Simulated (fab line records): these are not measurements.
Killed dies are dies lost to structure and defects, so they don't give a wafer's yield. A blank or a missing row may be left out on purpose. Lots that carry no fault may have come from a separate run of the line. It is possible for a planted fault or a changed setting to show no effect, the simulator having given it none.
Split-lot trial | flow rit cmos | 23 wafers read from 5 lots, route of 202 steps

== THE SPLIT ==
At RIT_NLDD_IMPLANT_08, the setting energy kev was moved away from the recipe's 20 on 8 of the 23 wafers read, by -2.7% to +5.4%. For the rest of the wafers, this setting stayed at what the recipe calls for.

The split's own step is where the reading is taken.

== THE READING ==
In nm, at RIT_NLDD_IMPLANT_08: implant.drp nm, which is the simulator's own figure and was read by no gauge. There is no usual value for it anywhere in the file.

wafer  | tool, chamber at the split | energy kev as run | against the recipe | implant.drp nm, nm | against lot-mates on the recipe
L074.2 | implanter-03, 0            | 20                | recipe             | 12.97              | -
L074.3 | implanter-03, 0            | 20                | recipe             | 12.97              | -
L074.4 | implanter-03, 0            | 20                | recipe             | 12.97              | -
L074.5 | implanter-03, 0            | 20                | recipe             | 12.97              | -
L074.6 | implanter-03, 0            | 20                | recipe             | 12.97              | -
L076.2 | implanter-03, 0            | 20                | recipe             | 12.97              | -
L076.4 | implanter-03, 0            | 20                | recipe             | 12.97              | -
L076.6 | implanter-03, 0            | 20                | recipe             | 12.97              | -
L076.3 | implanter-03, 0            | 19.46             | -2.7%              | 12.76              | -0.21
L076.5 | implanter-03, 0            | 19.46             | -2.7%              | 12.76              | -0.21
L081.1 | implanter-04, 0            | 19.63             | -1.9%              | 12.82              | -0.15
L081.2 | implanter-04, 0            | 19.63             | -1.9%              | 12.82              | -0.15
L081.5 | implanter-04, 0            | 19.63             | -1.9%              | 12.82              | -0.15
L081.3 | implanter-04, 0            | 20                | recipe             | 12.97              | -
L081.4 | implanter-04, 0            | 20                | recipe             | 12.97              | -
L083.1 | implanter-01, 0            | 20                | recipe             | 12.97              | -
L083.2 | implanter-01, 0            | 20                | recipe             | 12.97              | -
L083.5 | implanter-01, 0            | 20                | recipe             | 12.97              | -
L085.2 | implanter-01, 0            | 21.08             | +5.4%              | 13.39              | +0.42
L085.4 | implanter-01, 0            | 21.08             | +5.4%              | 13.39              | +0.42
L085.6 | implanter-01, 0            | 21.08             | +5.4%              | 13.39              | +0.42
L085.3 | implanter-01, 0            | 20                | recipe             | 12.97              | -
L085.5 | implanter-01, 0            | 20                | recipe             | 12.97              | -

THE FIT
A straight line over all 23 wafers: implant.drp nm changes by +0.0781 nm for each +1% of energy kev; r = +1.00; the points scatter about the line by 0.002 nm.
The same after taking each lot's own level away (the mean of its wafers on the recipe; 23 wafers): +0.0781 nm for each +1%; r = +1.00; scatter 0.002 nm.
The reading moves by 0.42 nm for the largest change in energy kev, on that fit.
The lots' own levels span 12.970 to 12.970 nm.
So the lot-to-lot level changes the slope little: the two slopes agree.
Check: +0.421 nm against its lot-mates is what the line predicts for one of the wafers moved furthest among these (+5.4%) when that wafer is left out of the fit. Against them it came out at +0.42 nm.

== THE WHOLE CHAIN: every reading that the file lists as answering this split, in the file's order ==
step                | what it does | reading                                                         | change (the file's fit)                | r (the file's)
RIT_NLDD_IMPLANT_08 |              | implant.rp nm (the simulator's own value, which no gauge read)  | +0.187 nm for each +1% of the setting  | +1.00
RIT_NLDD_IMPLANT_08 |              | implant.drp nm (the simulator's own value, which no gauge read) | +0.0777 nm for each +1% of the setting | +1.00

== FILE'S OWN FIT ==
implant.drp nm changes by +0.0777 nm for each +1% of energy kev, r = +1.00.
